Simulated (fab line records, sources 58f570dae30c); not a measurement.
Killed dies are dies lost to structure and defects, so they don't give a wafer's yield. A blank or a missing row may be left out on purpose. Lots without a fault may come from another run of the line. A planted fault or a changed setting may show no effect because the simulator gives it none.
fab line records | flow berkeley_cmos170
record lots=6 wafers=18 last_day=12
route steps=331 shown GATE@129
lots that met no fault: from a run of the same line without faults
start_h: hours from the record's first day to the start of the lot's first wafer shown | wait_h: hours since the lot's step before | " the same as in the row above | L1.1+2: a row that stands for several wafers | - no value, or no start given | * or withheld: withheld | < > ~ a bound
route shown NAME@n: a module of which the file shows steps, and the number in the route of the first | usual: mean/standard deviation of fault-free wafers | same: alike in all rows | chamber/n: place in a boat | sites: the reading at each site | _std_site: their standard deviation | _edge_site: outer sites' mean less inner sites' | radius_mm: how far each site lies from the wafer's centre | mask NAME#n: copy n | behind: the tool/chamber that last shaped the wafer | hold: why the lot was held/for how many hours/how that ended | device: the transistor (n, p or np) that didn't switch | end of line: the same wafers' tests at the end of the route | a step without rows: its recipe alone | killed: dies lost to structure and defects at the first sort, not the wafer's yield | map: a wafer's dies, x killed, . not, _ none there
set.NAME: the setting as run; set.NAME@STEP: as run at that earlier step | model.NAME: the simulator's own value behind a step, which no gauge read
lots at some steps of the route; a table a step, a row a wafer
services: from which hour (start_h, from the record's first day; less than 0 if before it) a tool's chamber was out of use, for how many hours, and why
## steps
# step UCB170_GATE_ANNEAL_03
# recipe temp_c=900 time_s=1800 ambient=N2
# step UCB170_GATE_CVD_04
# recipe material=poly-Si temp_c=610 precursor=SiH4 time_s=1440 pressure_mtorr=375 target_thk_nm=214 sih4_flow_sccm=120
# step UCB170_GATE_THK_MEAS_05
# recipe reads=poly-Si_of_GATE_CVD_04
# usual GATE_POLY_THK=214.8/2.1
# columns lot.wafer tool chamber start_h wait_h GATE_POLY_THK[nm]
L240.2 film_metro-04 - 143.84 0.0 214.8
L240.3 " - " " 215.8
L240.4 " - " " 214.5
L247.1 film_metro-03 - 174.78 0.0 215.9
L247.3 " - " " 213.4
L247.6 " - " " 212.9
L248.2 film_metro-01 - 181.83 0.0 216.4
L248.4 " - " " 215.8
L248.5 " - " " 213.8
L250.1 film_metro-01 - 198.61 0.0 214.8
L250.4 " - " " 214.7
L250.5 " - " " 214.7
L253.1 film_metro-03 - 210.89 0.0 216.5
L253.2 " - " " 216.7
L253.6 " - " " 217.7
L257.1 film_metro-04 - 232.32 0.0 211.1
L257.2 " - " " 211.4
L257.5 " - " " 210.7
# step UCB170_GATE_COAT_06
# recipe resist=BARC temp_c=withheld time_s=withheld spin_rpm=3000 resist_thk_nm=withheld
# step UCB170_GATE_COAT_07
# recipe resist=KrF spin_rpm=1500 resist_thk_nm=900
# step UCB170_GATE_SOFTBAKE_08
# recipe resist=KrF temp_c=130 time_s=60
# step UCB170_GATE_EXPOSE_09
# recipe mask_id=POLY target_cd_nm=350 na=0.5 sigma_outer=0.6 source_shape=conventional dose_mj=21
# step UCB170_GATE_PEB_10
# recipe peb_temp_c=130 peb_time_s=withheld resist=KrF
# step UCB170_GATE_DEVELOP_11
# recipe developer=TMAH develop_time_s=45 resist=KrF dev_temp_c=21
# step UCB170_GATE_CD_MEAS_12
# recipe target_cd_nm=350
# usual cd_nm=349.7/1.6
# columns lot.wafer tool chamber start_h wait_h cd_nm
L240.2 cd_sem-01 - 144.75 - 350.4
L240.3 " - " " 350.7
L240.4 " - " " 350.0
L247.1 cd_sem-01 - 175.95 - 347.2
L247.3 " - " " 347.0
L247.6 " - " " 348.3
L248.2 cd_sem-01 - 182.86 - 349.2
L248.4 " - " " 350.2
L248.5 " - " " 348.9
L250.1 cd_sem-02 - 199.74 - 350.3
L250.4 " - " " 351.0
L250.5 " - " " 349.0
L253.1 cd_sem-01 - 211.95 - 348.4
L253.2 " - " " 348.4
L253.6 " - " " 348.2
L257.1 cd_sem-01 - 234.03 - 349.9
L257.2 " - " " 350.5
L257.5 " - " " 349.7
# step UCB170_GATE_OVL_MEAS_13
# usual GATE_OVL=-3/5.3
# columns lot.wafer tool chamber start_h wait_h GATE_OVL[nm]
L240.2 overlay-01 - 144.85 0.1 1
L240.3 " - " " -5
L240.4 " - " " -1
L247.1 overlay-01 - 176.07 0.1 -17
L247.3 " - " " -14
L247.6 " - " " -14
L248.2 overlay-01 - 182.96 0.1 -11
L248.4 " - " " -11
L248.5 " - " " -2
L250.1 overlay-01 - 199.86 0.1 -6
L250.4 " - " " -5
L250.5 " - " " -4
L253.1 overlay-02 - 212.07 0.1 2
L253.2 " - " " -5
L253.6 " - " " -4
L257.1 overlay-01 - 234.15 0.1 0
L257.2 " - " " -11
L257.5 " - " " -8
# step UCB170_GATE_ETCH_14
# recipe chemistry=N2/H2 target_depth_a=withheld overetch_a=withheld target=BARC time_s=withheld source_w=500 bias_w=100 pressure_mtorr=30 n2_flow_sccm=100 h2_flow_sccm=200
# usual drypump_motor_current_A=5.7/0.41 n2_flow_sccm=100.01/0.26 oes_product_au=1.004/0.014 throttle_valve_pct=13.32/0.21
# columns lot.wafer tool chamber start_h wait_h drypump_motor_current_A n2_flow_sccm oes_product_au throttle_valve_pct
L240.2 rie_diel-02 1 144.88 0.0 6.0 100.21 0.990 13.40
L240.3 " 2 " " 6.2 99.76 0.997 13.52
L240.4 " 0 " " 5.1 99.55 1.017 13.50
L247.1 rie_diel-03 3 176.11 0.0 5.8 99.66 0.973 13.13
L247.3 " 0 " " 5.2 100.09 1.011 13.08
L247.6 " 1 " " 5.8 99.99 1.008 13.40
L248.2 rie_diel-03 2 182.99 0.0 5.0 100.33 0.993 13.58
L248.4 " 1 " " 5.8 99.88 1.011 13.40
L248.5 " 0 " " 5.2 100.02 1.026 13.07
L250.1 rie_diel-02 1 199.89 0.0 6.0 100.13 0.986 13.41
L250.4 " 2 " " 6.2 100.22 1.017 13.52
L250.5 " 2 " " 6.2 99.71 1.011 13.50
L253.1 rie_diel-02 2 212.11 0.0 6.2 100.00 1.002 13.53
L253.2 " 1 " " 6.0 99.86 0.986 13.41
L253.6 " 0 " " 5.1 99.83 1.014 13.50
L257.1 rie_diel-02 1 234.19 0.0 6.0 100.37 0.998 13.41
L257.2 " 3 " " 5.9 99.82 0.998 13.65
L257.5 " 1 " " 6.0 99.94 0.991 13.42
# step UCB170_GATE_ETCH_15
# recipe chemistry=HBr/Cl2 target=poly-Si stop_on=SiO2 over_etch_frac=0.3 icp_w=300 bias_w=150 time_s=56.3 pressure_mtorr=15 HBr_flow_sccm=150 Cl2_flow_sccm=50 target_depth_a=2782
# usual drypump_motor_current_A=5.6/0.57 he_backside_leak_sccm=2.8/0.36 oes_product_au=0.830/0.017 throttle_valve_pct=26.55/0.12
# same over_etch_frac=0.3
# columns lot.wafer tool chamber start_h wait_h drypump_motor_current_A he_backside_leak_sccm oes_product_au rf_hours_counter_h throttle_valve_pct model.KrF_of_GATE_COAT_07.thk_nm model.GATE.feature_depth_nm model.etch.depth_nm
L240.2 rie_si-01 1 144.92 - 5.0 2.3 0.809 49 26.45 776 214.9 214.9
L240.3 " 0 " " 5.0 2.6 0.828 25 26.41 773.3 215.6 215.6
L240.4 " 1 " " 5.0 2.3 0.803 - 26.43 777.1 214.3 214.3
L247.1 rie_si-01 1 176.15 - 5.0 2.5 0.811 49 26.44 775.7 215.9 215.9
L247.3 " 2 " " 4.8 2.8 0.803 1 26.62 777.3 213.4 213.4
L247.6 " 0 " " 5.0 2.8 0.812 - 26.40 776.2 212.9 212.9
L248.2 rie_si-01 2 183.04 - 4.9 3.0 0.966 1 26.64 818.4 175.6 175.6
L248.4 " 1 " " 5.0 2.4 0.957 49 26.44 821.5 175.4 175.4
L248.5 " 1 " " 5.0 2.5 0.967 - 26.44 819 175.7 175.7
L250.1 rie_si-01 2 199.93 - 4.9 2.9 0.969 1 26.65 816.9 175.2 175.2
L250.4 " 3 " " 6.3 3.6 0.988 83 26.67 818.6 175.8 175.8
L250.5 " 0 " " 5.0 2.9 0.998 - 26.41 814.3 181.2 181.2
L253.1 rie_si-02 2 212.15 - 5.6 2.9 0.870 24 26.72 775.1 216.5 216.5
L253.2 " 1 " " 5.9 3.0 0.822 0 26.50 770.7 216.7 216.7
L253.6 " 3 " " 6.5 2.9 0.843 - 26.65 770 217.8 217.8
L257.1 rie_si-02 2 234.23 - 5.6 3.0 0.851 24 26.74 775.7 211.2 211.2
L257.2 " 1 " " 5.9 3.0 0.809 0 26.48 773.9 211.5 211.4
L257.5 " 1 " " 5.9 3.1 0.818 - 26.46 770.5 210.6 210.6
# step UCB170_GATE_STRIP_16
# recipe chemistry=O2 power_w=400 pressure_mtorr=3500 platen_temp_c=withheld o2_flow_sccm=400 overash_fraction=0.5
# usual drypump_motor_current_A=5.53/0.29 oes_product_au=0.724/0.0044
# columns lot.wafer tool chamber start_h wait_h drypump_motor_current_A oes_product_au rf_hours_counter_h
L240.2 plasma_asher-04 0 144.97 0.0 5.94 0.726 45
L240.3 " 1 " " 4.97 0.718 -
L240.4 " 0 " " 5.95 0.732 -
L247.1 plasma_asher-02 0 176.20 0.0 5.83 0.721 48
L247.3 " 1 " " 5.32 0.728 -
L247.6 " 1 " " 5.33 0.727 -
L248.2 plasma_asher-03 1 183.09 0.0 5.55 0.719 40
L248.4 " 0 " " 5.57 0.730 -
L248.5 " 1 " " 5.55 0.719 -
L250.1 plasma_asher-04 1 199.98 0.0 4.98 0.723 51
L250.4 " 1 " " 4.98 0.724 -
L250.5 " 1 " " 4.98 0.721 -
L253.1 plasma_asher-02 0 212.20 0.0 5.77 0.733 51
L253.2 " 1 " " 5.31 0.725 51
L253.6 " 1 " " 5.33 0.719 -
L257.1 plasma_asher-04 1 234.28 0.0 4.96 0.721 55
L257.2 " 0 " " 5.93 0.731 55
L257.5 " 0 " " 5.91 0.727 -
## services
# columns tool chamber start_h hours kind
rie_si-02 1 145.90 - clean
rie_si-02 1 145.90 27.0 scheduled_down
rie_si-02 1 145.90 27.0 vent_cycle
plasma_asher-04 - 176.20 0.8 repair
rie_diel-02 3 184.35 3.8 repair
rie_diel-03 2 196.06 - clean
rie_diel-03 2 196.06 19.2 scheduled_down
rie_diel-03 2 196.06 19.2 vent_cycle
plasma_asher-02 - 197.61 2.8 pm
rie_diel-02 3 210.18 4.5 repair
plasma_asher-03 - 213.39 2.5 repair
plasma_asher-03 - 213.41 3.6 repair
plasma_asher-03 - 214.37 3.7 repair
rie_diel-03 0 218.82 1.9 repair
rie_si-01 2 221.22 9.1 repair
rie_diel-02 2 229.38 1.2 repair
rie_diel-02 0 229.98 8.6 repair
plasma_asher-04 - 231.42 2.1 repair
## key
first_sign step=UCB170_GATE_ETCH_15 reading=oes_product_au direction=up sigmas=8.4 usual=0.830 struck=0.974
effect none on later readings
model_effect step=UCB170_GATE_ETCH_15 value=KrF_of_GATE_COAT_07.thk_nm without=778.8 struck=818.1
met_at UCB170_GATE_ETCH_15
struck_wafers L248.2,L248.4,L248.5,L250.1,L250.4,L250.5
later_rows_left_out L248.2,L248.4,L248.5,L250.1,L250.4,L250.5
sort_left_out L248.2,L248.4,L248.5,L250.1,L250.4,L250.5
tester_left_out L248,L250
onset_between 176.15 183.04
fault kind=process_parameter_drift tool=rie_si-01 chamber=- onset_h=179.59 steps=UCB170_GATE_ETCH_15 channel=target_depth_a offset=* shape=step end_h=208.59 stated=*
# tester_left_out: of these lots the tester's yield and bins aren't shown, on N5 and GAA mostly nor the transistor test; their killed dies are dies lost to structure and defects alone, not to doping, threshold or leakage, so they don't give the yield
# sort_left_out: the simulated sort isn't trusted on such a fault, so these wafers' sort isn't shown, and their yield isn't known
# later_rows_left_out: the simulator's readings of these wafers behind a module that went badly wrong aren't trusted and aren't shown, but for the sort
